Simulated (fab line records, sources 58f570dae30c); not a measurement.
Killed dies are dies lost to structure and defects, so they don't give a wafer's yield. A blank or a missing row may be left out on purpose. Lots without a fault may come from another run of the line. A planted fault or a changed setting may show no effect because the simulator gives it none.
Which tool did it? | flow berkeley_cmos170 | 14 lots, 42 wafers sampled, at 6 steps of a route of 331

WHAT THE GAUGES READ, wafer by wafer
UCB170_SILICIDE_RS_MEAS_02: measures by four-point-probe.
lot  | measured     | on            | SILICIDE_TI_RS (ohm/sq)
L220 | day 6 20:06  | film_metro-04 | 26.5 26.5 26.8
L223 | day 6 20:12  | film_metro-03 | 26.2 26.1 25.6
L224 | day 7 01:56  | film_metro-03 | 26.6 26.0 26.6
L225 | day 7 09:34  | film_metro-04 | 26.5 26.3 26.7
L226 | day 7 09:40  | film_metro-01 | 27.1 26.6 27.0
L227 | day 7 23:55  | film_metro-04 | 26.5 25.3 26.3
L230 | day 8 07:11  | film_metro-04 | 26.6 26.3 26.6
L229 | day 8 07:21  | film_metro-03 | 26.4 26.4 25.8
L235 | day 9 15:41  | film_metro-01 | 25.8 25.5 25.9
L237 | day 10 05:16 | film_metro-04 | 25.9 25.9 26.0
L236 | day 10 05:46 | film_metro-03 | 26.0 25.5 25.6
L239 | day 10 19:05 | film_metro-01 | 25.9 26.0 26.1
L240 | day 10 19:14 | film_metro-03 | 25.9 25.9 25.9
L243 | day 11 11:34 | film_metro-04 | 26.7 26.3 26.0

UCB170_SILICIDE_THK_MEAS_03: measures by xrf.
lot  | measured     | on            | SILICIDE_TI_THK (nm)
L220 | day 6 20:12  | film_metro-04 | 29.7 30.0 29.5
L223 | day 6 20:19  | film_metro-03 | 30.1 30.4 30.8
L224 | day 7 02:03  | film_metro-03 | 29.6 30.2 29.6
L225 | day 7 09:41  | film_metro-04 | 29.8 29.7 29.5
L226 | day 7 09:47  | film_metro-01 | 29.3 29.8 29.6
L227 | day 8 00:01  | film_metro-04 | 29.9 30.9 30.0
L230 | day 8 07:18  | film_metro-04 | 29.6 29.8 29.5
L229 | day 8 07:27  | film_metro-03 | 30.0 29.8 30.4
L235 | day 9 15:48  | film_metro-01 | 30.7 31.0 30.5
L237 | day 10 05:22 | film_metro-04 | 30.1 30.3 30.1
L236 | day 10 05:53 | film_metro-03 | 30.1 30.6 30.6
L239 | day 10 19:11 | film_metro-01 | 30.6 30.6 30.5
L240 | day 10 19:20 | film_metro-03 | 30.2 30.2 30.3
L243 | day 11 11:40 | film_metro-04 | 29.5 29.7 29.9

UCB170_M1_RS_MEAS_01: measures by four-point-probe.
lot  | measured     | on            | M1_AL_RS (ohm/sq)
L220 | day 7 02:31  | film_metro-01 | 0.0489 0.0483 0.0480
L223 | day 7 02:08  | film_metro-02 | 0.0490 0.0486 0.0485
L224 | day 7 07:02  | film_metro-01 | 0.0481 0.0482 0.0483
L225 | day 7 14:25  | film_metro-02 | 0.0490 0.0486 0.0483
L226 | day 7 14:41  | film_metro-03 | 0.0490 0.0488 0.0489
L227 | day 8 05:39  | film_metro-02 | 0.0487 0.0496 0.0495
L230 | day 8 12:08  | film_metro-02 | 0.0489 0.0483 0.0487
L229 | day 8 12:56  | film_metro-02 | 0.0481 0.0488 0.0482
L235 | day 9 20:50  | film_metro-01 | 0.0443 0.0448 0.0444
L237 | day 10 11:15 | film_metro-01 | 0.0452 0.0445 0.0443
L236 | day 10 11:47 | film_metro-03 | 0.0495 0.0486 0.0486
L239 | day 11 00:10 | film_metro-02 | 0.0487 0.0487 0.0488
L240 | day 11 00:17 | film_metro-03 | 0.0487 0.0489 0.0489
L243 | day 11 16:25 | film_metro-03 | 0.0491 0.0485 0.0486

UCB170_M1_THK_MEAS_02: measures by xrf.
lot  | measured     | on            | M1_AL_THK (nm)
L220 | day 7 02:37  | film_metro-01 | 611 624 623
L223 | day 7 02:15  | film_metro-02 | 612 615 618
L224 | day 7 07:10  | film_metro-01 | 624 625 625
L225 | day 7 14:32  | film_metro-02 | 613 619 625
L226 | day 7 14:48  | film_metro-03 | 604 608 609
L227 | day 8 05:45  | film_metro-02 | 616 606 605
L230 | day 8 12:15  | film_metro-02 | 613 622 618
L229 | day 8 13:02  | film_metro-02 | 623 613 619
L235 | day 9 20:58  | film_metro-01 | 676 669 675
L237 | day 10 11:21 | film_metro-01 | 667 673 680
L236 | day 10 11:55 | film_metro-03 | 601 608 610
L239 | day 11 00:16 | film_metro-02 | 615 614 613
L240 | day 11 00:24 | film_metro-03 | 612 607 607
L243 | day 11 16:32 | film_metro-03 | 606 617 614

WHICH TOOL RAN EACH LOT (tool, then ch and the chambers of the sampled wafers, then the start)
lot  | UCB170_SILICIDE_RTA_04           | UCB170_M1_SPUTTER_00
L220 | rtp_anneal-01 ch 0, day 6 20:16  | pvd_sputter-04, day 7 02:25
L223 | rtp_anneal-01 ch 0, day 6 20:23  | pvd_sputter-01, day 7 02:04
L224 | rtp_anneal-01 ch 0, day 7 02:07  | pvd_sputter-01, day 7 06:59
L225 | rtp_anneal-01 ch 0, day 7 09:44  | pvd_sputter-02, day 7 14:20
L226 | rtp_anneal-02 ch 0, day 7 09:50  | pvd_sputter-01, day 7 14:37
L227 | rtp_anneal-02 ch 0, day 8 00:06  | pvd_sputter-01, day 8 05:33
L230 | rtp_anneal-01 ch 0, day 8 07:22  | pvd_sputter-04, day 8 12:04
L229 | rtp_anneal-02 ch 0, day 8 07:31  | pvd_sputter-01, day 8 12:50
L235 | rtp_anneal-01 ch 0, day 9 15:52  | pvd_sputter-01, day 9 20:47
L237 | rtp_anneal-02 ch 0, day 10 05:26 | pvd_sputter-01, day 10 11:09
L236 | rtp_anneal-02 ch 0, day 10 05:56 | pvd_sputter-04, day 10 11:44
L239 | rtp_anneal-01 ch 0, day 10 19:15 | pvd_sputter-02, day 11 00:04
L240 | rtp_anneal-02 ch 0, day 10 19:24 | pvd_sputter-04, day 11 00:13
L243 | rtp_anneal-02 ch 0, day 11 11:45 | pvd_sputter-04, day 11 16:20
- UCB170_SILICIDE_RTA_04: time 15 s.
- UCB170_M1_SPUTTER_00: material Al, target thk 600 nm, time 80 s.

WHAT THE TOOLS THEMSELVES READ (means of the sampled wafers that have a number; where no wafer has one, the mark that the record gives instead)
UCB170_SILICIDE_RTA_04.
lot  | tool          | anneal_temp_c_max | chamber_o2_ppm | lamp_power_pct (%) | wafer_temp_C_max
L220 | rtp_anneal-01 | 652.3             | 1.974          | 10.4               | 654.5
L223 | rtp_anneal-01 | 652.6             | 1.992          | 10.4               | 653.6
L224 | rtp_anneal-01 | 652.2             | 2.011          | 10.4               | 653.9
L225 | rtp_anneal-01 | 652.5             | 1.997          | 10.4               | 653.6
L226 | rtp_anneal-02 | 652.7             | 2.019          | 9.5                | 652.1
L227 | rtp_anneal-02 | 652.9             | 2.001          | 9.5                | 652.4
L230 | rtp_anneal-01 | 652.4             | 2.004          | 10.4               | 653.7
L229 | rtp_anneal-02 | 652.8             | 1.996          | 9.5                | 651.7
L235 | rtp_anneal-01 | 652.4             | 1.981          | 10.4               | 652.8
L237 | rtp_anneal-02 | 652.9             | 1.998          | 9.5                | 652.3
L236 | rtp_anneal-02 | 653.4             | 1.990          | 9.5                | 651.9
L239 | rtp_anneal-01 | 652.6             | 1.989          | 10.4               | 654.3
L240 | rtp_anneal-02 | 652.4             | 1.995          | 9.5                | 652.9
L243 | rtp_anneal-02 | 652.4             | 1.994          | 9.5                | 652.5

UCB170_M1_SPUTTER_00.
lot  | tool           | throttle_valve_pct (%)
L220 | pvd_sputter-04 | 30.0
L223 | pvd_sputter-01 | 30.2
L224 | pvd_sputter-01 | 30.3
L225 | pvd_sputter-02 | 29.6
L226 | pvd_sputter-01 | 30.0
L227 | pvd_sputter-01 | 30.2
L230 | pvd_sputter-04 | 30.0
L229 | pvd_sputter-01 | 29.9
L235 | pvd_sputter-01 | 29.9
L237 | pvd_sputter-01 | 30.4
L236 | pvd_sputter-04 | 30.7
L239 | pvd_sputter-02 | 31.0
L240 | pvd_sputter-04 | 29.9
L243 | pvd_sputter-04 | 30.5

THE ANSWER, worked out from the rows above alone
Rule: what is usual is taken from the lots themselves. Put in order of their means at a reading, lots are off if they are a third of the lots or fewer, leave a main group of 4 or more, and stand apart from it by a gap of 3 or more times the standard deviation of the main group's means; of several such gaps the widest counts. A main group whose means are all the same, to the digits that the tables above print for the reading, isn't used. A lot without any number at a reading at which 4 lots or more have one is off too. The other lots that the step has rows for count as sound. The gauges are gone through in route order, then the tools' own readings, and for those a lot's mean is taken as printed above. The first step at which some lot is off is used, and at that step the reading that is off furthest; a lot without a number counts as furthest.
Off: L235, L237, at UCB170_M1_RS_MEAS_01 (M1_AL_RS). The main group: mean 0.0487 ohm/sq, standard deviation 0.00027.
A tool fits if, at a process step before that reading, it ran every lot that is off, and no sound lot after the first of them. The gauges at UCB170_M1_RS_MEAS_01 are tried like those tools. Can't be told from this: 2 tools fit, pvd_sputter-01 at UCB170_M1_SPUTTER_00, film_metro-01 at UCB170_M1_RS_MEAS_01.

WHAT THE SIMULATOR HAD PUT IN
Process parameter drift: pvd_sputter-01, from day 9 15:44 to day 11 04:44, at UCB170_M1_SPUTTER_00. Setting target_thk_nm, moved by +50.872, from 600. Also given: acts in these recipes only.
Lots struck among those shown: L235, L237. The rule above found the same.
